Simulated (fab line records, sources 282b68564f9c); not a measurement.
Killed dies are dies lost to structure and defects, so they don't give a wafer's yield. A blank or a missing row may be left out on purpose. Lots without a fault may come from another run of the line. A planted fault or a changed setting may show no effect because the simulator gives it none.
One fault seen from 2 desks | flow rit_cmos | each desk has only its own numbers; what lay behind them comes last

THE METROLOGY DESK
What the gauges read, lot by lot, whatever tool the lot ran on: means of the sampled wafers that have a number. A lot is out of limits, marked OUT, if its mean lies more than 4 standard deviations from the usual mean; the brackets give that distance.
Columns: A = NSD_OVL at RIT_NSD_OVL_MEAS_06, usual -0.9 nm; B = NLDD_RS at RIT_SDANNEAL_RS_MEAS_07, usual 154.4 ohm/sq
lot  | first seen here | A    | B
L441 | day 3 01:47     | -2.8 | 154.7
L442 | day 3 08:14     | -0.8 | 154.9
L443 | day 3 11:41     | 0.0  | 155.0
L444 | day 3 20:20     | -4.1 | 154.7
L445 | day 4 01:01     | -0.1 | 154.3
L447 | day 4 11:25     | -0.6 | 154.7
L449 | day 4 20:52     | -1.3 | 154.1
L450 | day 5 01:49     | -2.1 | 154.5
L453 | day 5 13:21     | -0.4 | 155.3
L456 | day 6 05:02     | -1.7 | 154.9
L458 | day 6 13:35     | -0.2 | 154.6
L459 | day 6 21:35     | -0.5 | 154.3
L462 | day 7 10:50     | -1.6 | 154.4
L464 | day 7 20:38     | -2.0 | 154.5
This desk's finding: nothing out of limits on any of the 14 lots.

THE TOOL OWNER'S DESK: rie_diel-01
The tool's own readings at RIT_SPACER_ETCHBACK_05 (etches Si3N4 in SF6/CHF3, stops on SiO2, target depth 250 nm, time 240 s): means of the sampled wafers that have a number, for each lot that ran on this tool. A lot is out of limits, marked OUT, if its mean lies more than 4 standard deviations from the usual mean; the brackets give that distance.
Columns: A = drypump_motor_current_A at RIT_SPACER_ETCHBACK_05, usual 5.7 A; B = oes_product_au at RIT_SPACER_ETCHBACK_05, usual 0.827 a.u.; C = rf_fwd_power_W at RIT_SPACER_ETCHBACK_05, usual 249.2 W; D = throttle_valve_pct at RIT_SPACER_ETCHBACK_05, usual 10.33 %
lot  | first seen here | A   | B     | C               | D
L442 | day 3 07:14     | 5.6 | 0.821 | 249.3           | 10.35
L444 | day 3 19:20     | 5.7 | 0.825 | 248.1           | 10.32
L449 | day 4 19:52     | 6.4 | 0.827 | 249.0           | 10.22
L453 | day 5 12:10     | 5.9 | 0.825 | 249.1           | 10.26
L459 | day 6 20:14     | 6.0 | 0.822 | 315.5 (+85) OUT | 10.34
L462 | day 7 09:50     | 6.1 | 0.825 | 281.6 (+42) OUT | 10.30
This desk's finding: out of limits on L459, L462; first on L459, day 6 20:14 (rf_fwd_power_W at RIT_SPACER_ETCHBACK_05). In limits: L442, L444, L449, L453.

PUT TOGETHER
The tool owner's desk could have raised an alarm at day 6 20:14, on L459, L462.
The metrology desk saw nothing out of limits.
The metrology desk has L459, L462 on record, within its limits.
Of the lots named, all ran RIT_SPACER_ETCHBACK_05 on rie_diel-01.

WHAT THE SIMULATOR HAD PUT IN
Process parameter drift: rie_diel-01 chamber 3, from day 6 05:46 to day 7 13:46, at RIT_SPACER_ETCHBACK_05. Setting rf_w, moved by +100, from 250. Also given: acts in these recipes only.
Lots struck among those shown: L459, L462.
Hours from the fault's start to each desk's first reading out of limits: the tool owner's desk, 14.
